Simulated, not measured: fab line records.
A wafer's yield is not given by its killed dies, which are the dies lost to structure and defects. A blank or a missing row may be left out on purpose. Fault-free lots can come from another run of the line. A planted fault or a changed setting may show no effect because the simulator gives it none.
A lot that was struck, set against a sound lot    flow rit_cmos    20 steps out of a route of 202
Sound: wafers L391.3, L391.4, L391.6. Struck: wafers L401.1, L401.3, L401.4. The cause is named last.
At each step with rows: each side's tool, then ch and its chambers, then its first start. Under that, the readings that differ: sound wafers    struck wafers    difference of the means    sigmas: that difference in standard deviations of wafers without a fault.
alike: a reading whose means differ by less than 2 such deviations, as well as words and numbers matching on both sides. not compared: withheld readings; readings where some wafer has no value; bounds like >300 that might hide an equal value; numbers whose values overlap and for which the record gives no deviation.
Wherever a step has rows on one side only, a row that says differs or no value, or a row with sigmas, the two part there. When numbers do not overlap yet have no deviation, they are printed without sigmas and do not part them. Lack of a reading on every wafer of one side parts them only where that side has two or more wafers.

first, 2 steps without rows for these wafers: RIT_NWELL_HARDBAKE_07 (time 120 s); RIT_NWELL_IMPLANT_08.
RIT_NWELL_STRIP_09: strips in O2, time 180 s.
  sound on plasma_asher-04 ch 0,1, day 3 23:58; struck on plasma_asher-04 ch 0,1, day 6 01:26
  alike: drypump_motor_current_A
  not compared: rf_hours_counter_h
RIT_NWELL_TW_MEAS_10:
  sound on film_metro-04 at day 4 00:06; struck on film_metro-02 at day 6 01:37
  alike: NWELL_TW
then, 6 steps without rows for these wafers: RIT_PWELL_HMDS_00 (prime time 60 s); RIT_PWELL_COAT_01 (resist thk 1300 nm); RIT_PWELL_SOFTBAKE_02 (time 60 s); RIT_PWELL_EXPOSE_03 (exposes mask M3, target cd 43700 nm); RIT_PWELL_PEB_04; RIT_PWELL_DEVELOP_05 (develop time 68 s).
RIT_PWELL_OVL_MEAS_06:
  sound on overlay-01 at day 4 01:09; struck on overlay-02 at day 6 02:34
  alike: PWELL_OVL
then, 1 step without rows for these wafers: RIT_PWELL_HARDBAKE_07 (time 120 s).
RIT_PWELL_IMPLANT_08:
  sound on implanter-01 ch 0, day 4 01:29; struck on implanter-01 ch 0, day 6 02:50
  alike: faraday_current_uA
RIT_PWELL_STRIP_09: strips in O2, time 180 s.
  sound on plasma_asher-03 ch 0,1, day 4 01:38; struck on plasma_asher-02 ch 0,1, day 6 02:59
  alike: drypump_motor_current_A
  not compared: rf_hours_counter_h
RIT_PWELL_TW_MEAS_10:
  sound on film_metro-01 at day 4 01:46; struck on film_metro-02 at day 6 03:10
  alike: PWELL_TW
then, 1 step without rows for these wafers: RIT_WELLDRIVE_ANNEAL_00 (time 14700 s).
RIT_WELLDRIVE_RS_MEAS_01: a four-point-probe measurement.
  sound on film_metro-04 at day 4 08:42; struck on film_metro-04 at day 6 08:19
  alike: NWELL_RS
RIT_WELLDRIVE_RS_MEAS_02: a four-point-probe measurement.
  sound on film_metro-04 at day 4 08:49; struck on film_metro-04 at day 6 08:26
reading            sound              struck             difference  sigmas
PWELL_RS (ohm/sq)  428.5 428.7 426.8  431.4 433.2 433.1  +4.6        +3
then, 1 step without rows for these wafers: RIT_NRETRO_HMDS_00 (prime time 60 s).
RIT_M1_PROBE_99:
  the record holds rows for the sound wafers here (prober-02, day 5 19:17) but none for the struck ones

WHERE THEY PART
First at RIT_WELLDRIVE_RS_MEAS_02; last, within this record, at RIT_M1_PROBE_99.

WHY: what the simulator had put in
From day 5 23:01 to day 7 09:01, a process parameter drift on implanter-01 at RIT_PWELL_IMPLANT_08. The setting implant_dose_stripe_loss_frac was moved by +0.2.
